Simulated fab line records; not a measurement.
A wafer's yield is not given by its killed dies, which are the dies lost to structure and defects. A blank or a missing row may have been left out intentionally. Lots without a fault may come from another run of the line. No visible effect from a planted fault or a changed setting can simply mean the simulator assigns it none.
Problem report in the 8D (eight disciplines) form, filled by code / flow berkeleyCmos170 / the parts of the form that need people (team, actions taken, sign-off) are left out

== 1. PROBLEM STATEMENT ==
Mean M2_AL_RS at UCB170_M2_RS_MEAS_02: 0.0411 ohm/sq over 6 wafers in 2 lots; fault-free wafers: 0.0322 ohm/sq, standard deviation 0.00039. Relative to the usual mean, that is a shift of +23 standard deviations.
The step: measures by four-point-probe.
Seen first at day 9 15:41 on filmMetro-01, wafer L678.1. The record has a number at this step for 39 wafers belonging to 13 lots. Rule for "out", or "out of limits": more than 4 standard deviations from the usual mean. The rest of the wafers with a number are treated as sound.

== 2. WHAT THIS IS AND IS NOT ==
question=which readings at this step | is=M2_AL_RS | is not=-
question=which lots | is=L678, L681 | is not=L673, L676, L686, L687, L689, L690, L691, L692, L693, L694, L695
question=which wafers of those lots | is=all that have a number | is not=-
question=read on which gauges | is=filmMetro-01, filmMetro-04 | is not=filmMetro-03
question=when | is=from day 9 15:41 | is not=up to then (6 sound wafers); but 27 sound wafers of L686, L687, L689, L690, L691, L692, L693, L694, L695 came after

== 3. THE SUSPECTS, EACH WITH WHAT RULES IT OUT ==
Counting: a tool stays on the suspect list if, at a process step up to the reading, it processed all lots that are out and no sound lot following the first of them.
- the gauge at UCB170_M2_RS_MEAS_02: ruled out. 2 gauges (filmMetro-01, filmMetro-04) read the wafers that are out.
- pvdSputter-01 at UCB170_M2_SPUTTER_01 (material Al, target thk 900 nm, time 120 s): ruled out as a lasting fault. The sound lots L689, L695 went through it after L678, its earliest lot that is out (day 9 15:36).
Left after counting: nothing in the record.

== 4. THE CAUSE (what the simulator had put in) ==
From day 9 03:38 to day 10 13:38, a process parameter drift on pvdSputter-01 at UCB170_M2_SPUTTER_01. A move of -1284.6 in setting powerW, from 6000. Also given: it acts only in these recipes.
The count ruled it out by mistake, since the rule takes a fault to strike every lot its tool runs from the start of the fault on, and this one did not do so.

== 5. THE EFFECT CHAIN, in route order ==
One row per reading whose mean, taken over the struck wafers that have a number, lies over 3 standard deviations from the usual. Scope: only readings with a usual standard deviation given in the record; hours: median across lots of the time from each lot's start at the first step in this table that gives one to its start at this step; sigmas: change in usual standard deviations.
hours=0; step=UCB170_M2_SPUTTER_01; reading=cathodeDcPowerW; usual=5999.9 W; on struck wafers=4715.7; change=-1284.2; sigmas=-99 or more
hours=0; step=UCB170_M2_RS_MEAS_02; reading=M2_AL_RS; usual=0.0322 ohm/sq; on struck wafers=0.0411; change=+0.0089; sigmas=+23
hours=5; step=UCB170_M2_THK_MEAS_03; reading=M2_AL_THK; usual=911 nm; on struck wafers=714; change=-197; sigmas=-16
hours=9; step=UCB170_M2_METAL_ETCH_18; reading=oesProductAu; usual=0.859 a.u.; on struck wafers=0.756; change=-0.103; sigmas=-6.4
The process steps in it:
- UCB170_M2_SPUTTER_01: material Al, target thk 900 nm, time 120 s.
- UCB170_M2_METAL_ETCH_18: etches Al in Cl2/BCl3, stops on SiO2, target depth 1170 nm, time 195 s.

== 6. HOW IT WOULD HAVE BEEN CAUGHT EARLIER ==
In this record the first reading out of limits at a measuring or inspecting step was taken at day 9 15:41, 12 hours after the fault began at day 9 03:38.
Tool's own readings at UCB170_M2_SPUTTER_01, cathodeDcPowerW: out on all struck wafers the step has rows for; an alarm limit on them would have tripped on the first.
